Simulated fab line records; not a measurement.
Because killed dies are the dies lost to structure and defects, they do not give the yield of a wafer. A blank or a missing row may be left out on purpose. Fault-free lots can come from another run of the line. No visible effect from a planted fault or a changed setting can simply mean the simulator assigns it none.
Split-lot trial -- flow rit cmos -- route with 202 steps; 5 lots, 23 wafers read

== ABOUT THE SPLIT ==
At RIT_SPACER_CVD_03 (deposits Si3N4 from SiH2Cl2/NH3, target thk 250 nm, time 3300 s), the setting pressure mtorr was moved away from the recipe's 300 mTorr on 20 of the 23 wafers read, by -12.7% to +10.1%. This setting was run at the recipe's value on the other wafers.

Split to reading: the file shows no intervening step.

== THE READING ==
SPACER_NITRIDE_THK in nanometres, read at RIT_SPACER_THK_MEAS_04. Fault-free wafers of this fab line usually give 249.6 nm, standard deviation 1.8 nm.

wafer,"tool, chamber at the split","pressure mtorr as run, mTorr",against the recipe,"SPACER_NITRIDE_THK, nm",against lot-mates on the recipe
L078.1,"lpcvd-01, 0",300,recipe,251.6,-
L078.5,"lpcvd-01, 0",300,recipe,249.9,-
L078.6,"lpcvd-01, 0",300,recipe,250.8,-
L079.1,"-, -",268.8,-10.4%,242.0,no lot-mate on the recipe
L079.3,"-, -",268.8,-10.4%,241.8,no lot-mate on the recipe
L079.4,"-, -",268.8,-10.4%,241.3,no lot-mate on the recipe
L079.5,"-, -",268.8,-10.4%,243.8,no lot-mate on the recipe
L079.6,"-, -",268.8,-10.4%,244.0,no lot-mate on the recipe
L081.1,"-, -",262,-12.7%,238.9,no lot-mate on the recipe
L081.2,"-, -",262,-12.7%,239.8,no lot-mate on the recipe
L081.3,"-, -",262,-12.7%,240.6,no lot-mate on the recipe
L081.5,"-, -",262,-12.7%,239.7,no lot-mate on the recipe
L081.6,"-, -",262,-12.7%,239.7,no lot-mate on the recipe
L083.1,"-, -",318,+6.0%,252.6,no lot-mate on the recipe
L083.2,"-, -",318,+6.0%,251.8,no lot-mate on the recipe
L083.4,"-, -",318,+6.0%,250.5,no lot-mate on the recipe
L083.5,"-, -",318,+6.0%,253.6,no lot-mate on the recipe
L083.6,"-, -",318,+6.0%,252.5,no lot-mate on the recipe
L085.1,"-, -",330.3,+10.1%,255.4,no lot-mate on the recipe
L085.2,"-, -",330.3,+10.1%,255.7,no lot-mate on the recipe
L085.3,"-, -",330.3,+10.1%,254.5,no lot-mate on the recipe
L085.4,"-, -",330.3,+10.1%,255.3,no lot-mate on the recipe
L085.5,"-, -",330.3,+10.1%,255.4,no lot-mate on the recipe

FIT RESULTS
A straight line over all 23 wafers: SPACER_NITRIDE_THK changes by +0.653 nm for each +1% of pressure mtorr; r = +0.98; the points scatter about the line by 1.2 nm.
Too few moved wafers with a lot-mate on the recipe to fit a line net of each lot's own level.

== THE WHOLE CHAIN: every reading that the file lists as answering this split, in the file's order ==
step,what it does,reading,change (the file's fit),r (the file's)
RIT_SPACER_CVD_03,"deposits Si3N4 from SiH2Cl2/NH3, target thk 250 nm, time 3300 s","Si3N4_of_SPACER_CVD_03.thk nm (the simulator's own value, which no gauge read)",+0.653 nm for each +1% of the setting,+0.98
RIT_SPACER_THK_MEAS_04,,SPACER_NITRIDE_THK,+0.652 for each +1% of the setting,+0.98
RIT_SPACER_ETCHBACK_05,"etches Si3N4 in SF6/CHF3, stops on SiO2, target depth 250 nm, time 240 s","etch.depth nm (the simulator's own value, which no gauge read)",+0.637 nm for each +1% of the setting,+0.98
RIT_SPACER_ETCHBACK_05,"etches Si3N4 in SF6/CHF3, stops on SiO2, target depth 250 nm, time 240 s","Si3N4_of_SPACER_CVD_03.thk nm (the simulator's own value, which no gauge read)",+0.504 nm for each +1% of the setting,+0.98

== THE FILE'S OWN FIT ==
SPACER_NITRIDE_THK changes by +0.652 nm for each +1% of pressure mtorr, r = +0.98.
